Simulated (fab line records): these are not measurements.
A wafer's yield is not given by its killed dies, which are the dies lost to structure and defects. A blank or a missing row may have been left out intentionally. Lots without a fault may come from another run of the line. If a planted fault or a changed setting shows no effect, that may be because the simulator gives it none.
Split-lot trial | flow berkeleyCmos170 | 5 lots, 23 wafers read, on a route of 331 steps

## THE SPLIT
At UCB170_SILICIDE_SPUTTER_01 (material Ti, target thk 30 nm, time 25 s), the setting powerW was moved away from the recipe's 1500 W on 6 of the 23 wafers read, by -10.3% to +7.2%. The other wafers ran this setting at the recipe's value.

## FROM THE SPLIT TO THE READING: what the file shows between them, 1 step
- UCB170_SILICIDE_RS_MEAS_02: measures by four-point-probe

## THE READING
SILICIDE_TI_THK, in nm, at UCB170_SILICIDE_THK_MEAS_03 (measures by xrf). Fault-free wafers of this fab line usually give 29.6 nm, standard deviation 0.48 nm.

wafer  | tool, chamber at the split | powerW as run, W | against the recipe | SILICIDE_TI_THK, nm | against lot-mates on the recipe
L077.2 | pvdSputter-04, -           | 1500             | recipe             | 29.4                | -
L077.3 | pvdSputter-04, -           | 1500             | recipe             | 29.8                | -
L077.4 | pvdSputter-04, -           | 1500             | recipe             | 30.1                | -
L077.5 | pvdSputter-04, -           | 1500             | recipe             | 29.3                | -
L077.6 | pvdSputter-04, -           | 1500             | recipe             | 30.0                | -
L079.1 | pvdSputter-02, -           | 1548             | +3.2%              | 30.8                | +1.0
L079.2 | pvdSputter-02, -           | 1500             | recipe             | 29.9                | -
L079.3 | pvdSputter-02, -           | 1548             | +3.2%              | 30.4                | +0.6
L079.5 | pvdSputter-02, -           | 1500             | recipe             | 29.6                | -
L079.6 | pvdSputter-02, -           | 1500             | recipe             | 30.0                | -
L080.1 | pvdSputter-01, -           | 1500             | recipe             | 28.4                | -
L080.5 | pvdSputter-01, -           | 1500             | recipe             | 28.8                | -
L080.6 | pvdSputter-01, -           | 1500             | recipe             | 29.1                | -
L085.1 | pvdSputter-04, -           | 1500             | recipe             | 29.5                | -
L085.2 | pvdSputter-04, -           | 1346             | -10.3%             | 27.1                | -2.8
L085.4 | pvdSputter-04, -           | 1500             | recipe             | 29.9                | -
L085.5 | pvdSputter-04, -           | 1500             | recipe             | 30.2                | -
L085.6 | pvdSputter-04, -           | 1346             | -10.3%             | 27.4                | -2.5
L083.1 | pvdSputter-01, -           | 1608             | +7.2%              | 30.8                | +1.7
L083.2 | pvdSputter-01, -           | 1500             | recipe             | 29.2                | -
L083.4 | pvdSputter-01, -           | 1500             | recipe             | 29.3                | -
L083.5 | pvdSputter-01, -           | 1500             | recipe             | 28.9                | -
L083.6 | pvdSputter-01, -           | 1608             | +7.2%              | 31.4                | +2.3

FIT RESULTS
A straight line over all 23 wafers: SILICIDE_TI_THK changes by +0.228 nm for each +1% of powerW; r = +0.89; the points scatter about the line by 0.48 nm.
The same after taking each lot's own level away (the mean of its wafers on the recipe; 23 wafers): +0.26 nm for each +1%; r = +0.97; scatter 0.27 nm.
The reading moves by 2.7 nm for the largest change in powerW, on that fit.
From 28.77 to 29.87 nm: that is the span of the lots' own levels, equal to 2.3 times the standard deviation above.
So the lot-to-lot level changes the slope: the two fits differ.
Check: for one of the wafers moved furthest among these (-10.3%), held out of the fit, the line's prediction against its lot-mates is -2.6 nm. Against them it came out at -2.77 nm.

## THESE WAFERS: OTHER SPLITS
These wafers also went through other splits before the reading. Each is held against what the fit with the lots' levels taken away leaves over:
other split on the same wafers    | wafers away from the commonest value | r with SILICIDE_TI_THK (lot level and that fit taken away)
UCB170_BACKSIDE_SOFTBAKE_02 tempC | 8                                    | +0.07

## THE WHOLE CHAIN: every reading that the file lists as answering this split, in the file's order
step                        | what it does                             | reading                                                                          | change (the file's fit)               | r (the file's)
UCB170_SILICIDE_SPUTTER_01  | material Ti, target thk 30 nm, time 25 s | Ti_of_SILICIDE_SPUTTER_01.thkNm (the simulator's own value, which no gauge read) | +0.258 nm for each +1% of the setting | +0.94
UCB170_SILICIDE_RS_MEAS_02  | measures by four-point-probe             | SILICIDE_TI_RS                                                                   | -0.276 for each +1% of the setting    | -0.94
UCB170_SILICIDE_THK_MEAS_03 | measures by xrf                          | SILICIDE_TI_THK                                                                  | +0.257 for each +1% of the setting    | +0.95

## FILE'S OWN FIT
SILICIDE_TI_THK changes by +0.257 nm for each +1% of powerW, r = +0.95.
